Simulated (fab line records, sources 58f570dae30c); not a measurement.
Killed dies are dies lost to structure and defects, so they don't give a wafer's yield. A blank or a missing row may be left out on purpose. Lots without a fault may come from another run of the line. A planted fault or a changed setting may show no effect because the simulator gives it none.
fab line records | flow berkeley_cmos170 | part 2 of 2: steps 35 to 47 of 47
record lots=5 wafers=15 last_day=12
route steps=331 shown PFIELD@79 FIELD@89 SACOX@97 SCREENOX@100 NVT@104 PVT@115 GATE@125
lots that met no fault: from a run of the same line without faults
start_h: hours from the record's first day to the start of the lot's first wafer shown | wait_h: hours since the lot's step before | " the same as in the row above | L1.1+2: a row that stands for several wafers | - no value, or no start given | * or withheld: withheld | < > ~ a bound
route shown NAME@n: a module of which the file shows steps, and the number in the route of the first | usual: mean/standard deviation of fault-free wafers | same: alike in all rows | chamber/n: place in a boat | sites: the reading at each site | _std_site: their standard deviation | _edge_site: outer sites' mean less inner sites' | radius_mm: how far each site lies from the wafer's centre | mask NAME#n: copy n | behind: the tool/chamber that last shaped the wafer | hold: why the lot was held/for how many hours/how that ended | device: the transistor (n, p or np) that didn't switch | end of line: the same wafers' tests at the end of the route | a step without rows: its recipe alone | killed: dies lost to structure and defects at the first sort, not the wafer's yield | map: a wafer's dies, x killed, . not, _ none there
set.NAME: the setting as run; set.NAME@STEP: as run at that earlier step | model.NAME: the simulator's own value behind a step, which no gauge read
lots at some steps of the route; a table a step, a row a wafer
services: from which hour (start_h, from the record's first day; less than 0 if before it) a tool's chamber was out of use, for how many hours, and why
## steps
# step UCB170_NVT_TW_MEAS_09
# usual NVT_TW=524/3.7
# columns lot.wafer tool chamber start_h wait_h NVT_TW
L077.2 film_metro-01 - 117.58 0.1 518
L077.3 " - " " 518
L077.5 " - " " 520
L079.3 film_metro-03 - 117.95 0.1 528
L079.4 " - " " 530
L079.5 " - " " 527
L081.2 film_metro-03 - 132.68 0.1 524
L081.3 " - " " 530
L081.5 " - " " 527
L088.1 film_metro-02 - 176.39 0.1 519
L088.2 " - " " 520
L088.6 " - " " 521
L095.2 film_metro-01 - 223.73 0.1 529
L095.3 " - " " 527
L095.4 " - " " 528
# step UCB170_NVT_CLEAN_10
# recipe chemistry=SPM temp_c=120 time_s=600
# usual bath_heat_duty_pct=13.3/1.3
# columns lot.wafer tool chamber start_h wait_h bath_heat_duty_pct
L077.2 wet_bench-01 1 117.88 0.3 13.1
L077.3 " 1 " " 13.7
L077.5 " 1 " " 13.5
L079.3 wet_bench-01 0 118.46 0.5 14.6
L079.4 " 0 " " 14.4
L079.5 " 0 " " 13.8
L081.2 wet_bench-01 0 133.30 0.6 13.7
L081.3 " 0 " " 14.3
L081.5 " 0 " " 14.2
L088.1 wet_bench-01 1 178.77 2.4 14.4
L088.2 " 1 " " 12.1
L088.6 " 1 " " 13.0
L095.2 wet_bench-02 2 223.78 0.0 11.6
L095.3 " 2 " " 9.1
L095.4 " 2 " " 10.2
# step UCB170_PVT_HMDS_00
# recipe prime_time_s=60 prime_temp_c=100
# columns lot.wafer tool chamber start_h wait_h
L077.2+3+5 litho_track-04 0 118.10 0.0
L079.3+4+5 litho_track-01 0 119.03 0.4
L081.2+3+5 litho_track-01 0 133.51 0.0
L088.1+2+6 litho_track-01 0 178.95 0.0
L095.2+3+4 litho_track-01 0 224.00 0.0
# step UCB170_PVT_COAT_01
# recipe resist=KrF spin_rpm=1500 resist_thk_nm=900
# columns lot.wafer tool chamber start_h wait_h
L077.2+3+5 litho_track-04 0 118.25 0.1
L079.3+4+5 litho_track-01 0 119.18 0.1
L081.2+3+5 litho_track-01 0 133.66 0.1
L088.1+2+6 litho_track-01 0 179.10 0.1
L095.2+3+4 litho_track-01 0 224.15 0.1
# step UCB170_PVT_SOFTBAKE_02
# recipe resist=KrF temp_c=130 time_s=60
# columns lot.wafer tool chamber start_h wait_h
L077.2+3+5 litho_track-04 0 118.40 0.1
L079.3+4+5 litho_track-01 0 119.33 0.1
L081.2+3+5 litho_track-01 0 133.81 0.1
L088.1+2+6 litho_track-01 0 179.25 0.1
L095.2+3+4 litho_track-01 0 224.30 0.1
# step UCB170_PVT_EXPOSE_03
# recipe mask_id=NWELL target_cd_nm=3000 na=0.5 sigma_outer=0.6 source_shape=conventional dose_mj=30
# columns lot.wafer tool chamber start_h wait_h mask
L077.2+3+5 krf_scanner-01 0 118.75 0.3 NWELL#0
L079.3+4+5 krf_scanner-02 0 119.59 0.2 NWELL#0
L081.2+3+5 krf_scanner-01 0 134.08 0.2 NWELL#0
L088.1+2+6 krf_scanner-01 0 179.51 0.2 NWELL#0
L095.2+3+4 krf_scanner-01 0 224.44 0.1 NWELL#0
# step UCB170_PVT_PEB_04
# recipe peb_temp_c=130 peb_time_s=withheld resist=KrF
# columns lot.wafer tool chamber start_h wait_h
L077.2+3+5 litho_track-02 0 119.51 0.7
L079.3+4+5 litho_track-01 0 120.03 0.4
L081.2+3+5 litho_track-04 0 134.20 0.1
L088.1+2+6 litho_track-01 0 179.79 0.3
L095.2+3+4 litho_track-04 0 224.93 0.5
# step UCB170_PVT_DEVELOP_05
# recipe developer=TMAH develop_time_s=45 resist=KrF dev_temp_c=21
# columns lot.wafer tool chamber start_h wait_h
L077.2+3+5 litho_track-02 0 - -
L079.3+4+5 litho_track-01 0 - -
L081.2+3+5 litho_track-04 0 - -
L088.1+2+6 litho_track-01 0 - -
L095.2+3+4 litho_track-04 0 - -
# step UCB170_PVT_OVL_MEAS_06
# usual PVT_OVL=0/5.7
# columns lot.wafer tool chamber start_h wait_h PVT_OVL[nm]
L077.2 overlay-01 - 119.77 - 4
L077.3 " - " " 6
L077.5 " - " " 3
L079.3 overlay-01 - 120.27 - 8
L079.4 " - " " 9
L079.5 " - " " 1
L081.2 overlay-02 - 134.46 - -10
L081.3 " - " " 1
L081.5 " - " " 6
L088.1 overlay-01 - 180.06 - 5
L088.2 " - " " -6
L088.6 " - " " -1
L095.2 overlay-02 - 225.19 - 4
L095.3 " - " " 1
L095.4 " - " " 1
# step UCB170_PVT_IMPLANT_07
# recipe species=P dose_cm2=2e+12 energy_kev=30 tilt_deg=7
# columns lot.wafer tool chamber start_h wait_h
L077.2+3+5 implanter-03 0 119.82 0.0
L079.3+4+5 implanter-04 0 120.34 0.1
L081.2+3+5 implanter-04 0 134.51 0.0
L088.1+2+6 implanter-04 0 180.10 0.0
L095.2+3+4 implanter-03 0 225.24 0.0
# step UCB170_PVT_STRIP_08
# recipe chemistry=O2 power_w=400 pressure_mtorr=3500 platen_temp_c=withheld o2_flow_sccm=400 overash_fraction=0.5
# usual drypump_motor_current_A=5.8/0.57 oes_product_au=0.734/0.0044 strip_time_to_endpoint_s=21.66/0.061
# columns lot.wafer tool chamber start_h wait_h drypump_motor_current_A oes_product_au rf_hours_counter_h strip_time_to_endpoint_s
L077.2 plasma_asher-03 1 119.95 0.1 5.7 0.732 0 21.63
L077.3 " 1 " " 5.7 0.732 - 21.62
L077.5 " 0 " " 6.1 0.725 - 21.67
L079.3 plasma_asher-04 1 120.47 0.1 6.3 0.745 - 21.69
L079.4 " 0 " " 5.0 0.740 - 21.66
L079.5 " 0 " " 5.0 0.734 - 21.62
L081.2 plasma_asher-02 1 134.64 0.1 6.5 0.736 44 21.63
L081.3 " 0 " " 5.3 0.738 - 21.73
L081.5 " 0 " " 5.3 0.731 - 21.69
L088.1 plasma_asher-02 0 180.25 0.1 5.3 0.736 49 21.65
L088.2 " 1 " " 6.5 0.740 49 21.59
L088.6 " 1 " " 6.5 0.734 - 21.63
L095.2 plasma_asher-02 0 225.37 0.1 5.3 0.735 53 21.69
L095.3 " 0 " " 5.3 0.741 - 21.62
L095.4 " 1 " " 6.5 0.736 - 21.64
# step UCB170_PVT_TW_MEAS_09
# usual PVT_TW=508/5.1
# columns lot.wafer tool chamber start_h wait_h PVT_TW
L077.2 film_metro-01 - 120.06 0.1 502
L077.3 " - " " 500
L077.5 " - " " 499
L079.3 film_metro-03 - 120.56 0.1 510
L079.4 " - " " 511
L079.5 " - " " 509
L081.2 film_metro-01 - 134.75 0.1 503
L081.3 " - " " 500
L081.5 " - " " 502
L088.1 film_metro-04 - 180.35 0.1 510
L088.2 " - " " 512
L088.6 " - " " 514
L095.2 film_metro-03 - 225.48 0.1 510
L095.3 " - " " 513
L095.4 " - " " 514
# step UCB170_GATE_WET_ETCH_00
# recipe chemistry=dHF dilution=25:1 target=SiO2 temp_c=25 time_s=200
# usual bath_heat_duty_pct=6.6/0.5
# columns lot.wafer tool chamber start_h wait_h bath_heat_duty_pct
L077.2 wet_bench-03 3 120.11 0.0 6.8
L077.3 " 3 " " 7.4
L077.5 " 3 " " 6.9
L079.3 wet_bench-03 3 120.60 0.0 6.9
L079.4 " 3 " " 6.0
L079.5 " 3 " " 7.3
L081.2 wet_bench-01 3 134.80 0.0 6.0
L081.3 " 3 " " 6.2
L081.5 " 3 " " 6.5
L088.1 wet_bench-01 2 180.41 0.1 7.1
L088.2 " 2 " " 7.5
L088.6 " 2 " " 6.6
L095.2 wet_bench-03 2 225.53 0.0 6.3
L095.3 " 2 " " 6.5
L095.4 " 2 " " 6.5
## services
# columns tool chamber start_h hours kind
plasma_asher-02 - 68.30 4.3 repair
krf_scanner-01 - 70.87 3.7 repair
plasma_asher-03 - 74.35 2.2 repair
krf_scanner-02 - 77.80 0.8 pm
wet_bench-03 - 86.18 1.3 repair
krf_scanner-01 - 87.64 1.3 pm
implanter-03 - 90.48 4.3 repair
krf_scanner-02 - 93.34 7.2 pm
furnace-04 - 101.55 3.5 pm
krf_scanner-01 - 103.63 0.8 pm
plasma_asher-03 - 108.83 9.0 pm
furnace-02 - 119.04 3.0 pm
implanter-02 - 123.18 12.3 pm
implanter-04 - 124.68 2.3 repair
krf_scanner-02 - 133.09 1.3 pm
furnace-04 - 137.46 3.3 pm
implanter-02 - 146.37 7.8 repair
krf_scanner-01 - 146.49 1.0 pm
krf_scanner-01 - 167.05 1.3 repair
implanter-03 - 186.39 2.2 repair
furnace-02 - 191.58 2.9 pm
furnace-04 - 199.12 16.4 pm
krf_scanner-02 - 206.05 1.0 pm
implanter-04 - 215.51 1.2 repair
